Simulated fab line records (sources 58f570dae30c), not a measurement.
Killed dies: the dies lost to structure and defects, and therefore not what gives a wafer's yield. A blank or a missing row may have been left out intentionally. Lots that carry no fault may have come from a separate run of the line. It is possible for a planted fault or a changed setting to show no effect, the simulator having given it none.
Which tool was responsible? + flow berkeley_cmos170 + 7 lots with 21 wafers sampled at 4 steps, on a route of 331 steps

WHAT THE GAUGES READ, wafer by wafer
UCB170_V2_THK_MEAS_01.
| lot  | measured     | on            | V2_TEOS_THK (nm)              |
|------|--------------|---------------|-------------------------------|
| L873 | day 9 13:55  | film_metro-02 | 2023 1979 2005                |
| L875 | day 9 13:41  | film_metro-04 | 1974 2022 2046                |
| L877 | day 10 10:29 | film_metro-01 | 1970 2009 2010                |
| L881 | day 11 05:49 | film_metro-02 | 1982 1983 1991                |
| L888 | day 11 22:31 | film_metro-02 | 2178 2202 2199 2179 2203 2199 |
| L886 | day 11 23:04 | film_metro-02 | 2004 1987 2020                |
| L892 | day 13 03:46 | film_metro-04 | 1983 2005 2023                |

TOOL THAT RAN EACH LOT (tool first, then ch and the chambers of the sampled wafers, then the start)
| lot  | UCB170_V1_CMP_02              | UCB170_M2_STRIP_07                   | UCB170_V2_CVD_00               |
|------|-------------------------------|--------------------------------------|--------------------------------|
| L873 | cmp-02 ch 0,2,3, day 9 06:25  | plasma_asher-02 ch 0,1, day 9 11:38  | pecvd-03 ch 0,1,2, day 9 13:45 |
| L875 | cmp-02 ch 1,3, day 9 06:43    | plasma_asher-03 ch 0,1, day 9 11:27  | pecvd-02 ch 0,1,2, day 9 13:32 |
| L877 | cmp-02 ch 0,1,3, day 10 02:51 | plasma_asher-03 ch 0,1, day 10 07:46 | pecvd-01 ch 0,1, day 10 10:19  |
| L881 | cmp-01 ch 2,3, day 10 22:20   | plasma_asher-03 ch 0,1, day 11 02:11 | pecvd-01 ch 0,2, day 11 05:38  |
| L888 | cmp-01 ch 0,1, day 11 16:28   | plasma_asher-03 ch 0,1, day 11 20:01 | pecvd-01 ch 0,1, day 11 22:22  |
| L886 | cmp-01 ch 0,2, day 11 16:46   | plasma_asher-03 ch 0,1, day 11 20:44 | pecvd-02 ch 0,1, day 11 22:55  |
| L892 | cmp-01 ch 1,2, day 12 22:11   | plasma_asher-03 ch 1, day 13 01:46   | pecvd-03 ch 1,2, day 13 03:37  |
- UCB170_V1_CMP_02: polishes SiO2.
- UCB170_M2_STRIP_07: strips in O2.
- UCB170_V2_CVD_00: deposits SiO2 from TEOS/O2, target thk 2000 nm, time 250 s.

THE ANSWER, worked out from the rows above alone
Rule: what is usual is taken from the lots themselves. Put in order of their means at a reading, lots are off if they are a third of the lots or fewer, leave a main group of 4 or more, and stand apart from it by a gap of 3 or more times the standard deviation of the main group's means; of several such gaps the widest counts. The tables above print the reading to a certain number of digits; a main group whose means all agree to those digits is not used. Also off: a lot with no number at a reading for which 4 or more lots have one. Where the step has rows for the other lots, those lots are counted as sound.
Off: L888, at UCB170_V2_THK_MEAS_01 (V2_TEOS_THK). The main group has a mean of 2001 nm with a standard deviation of 8.7.
If a tool, at a process step before that reading, ran all the lots that are off and no sound lot after the first of them, it fits. Gauges at UCB170_V2_THK_MEAS_01: tried the same way as those tools. One fits: UCB170_V2_CVD_00 on pecvd-01. A fault onset in the window from L881 (day 11 05:38, its last sound lot) to L888 (day 11 22:22, its first lot off) fits.

WHAT THE SIMULATOR PUT IN
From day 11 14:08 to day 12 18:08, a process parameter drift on pecvd-01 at UCB170_V2_CVD_00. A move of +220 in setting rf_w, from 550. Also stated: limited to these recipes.
Shown lots that were struck: L888. The rule given above showed the same thing.
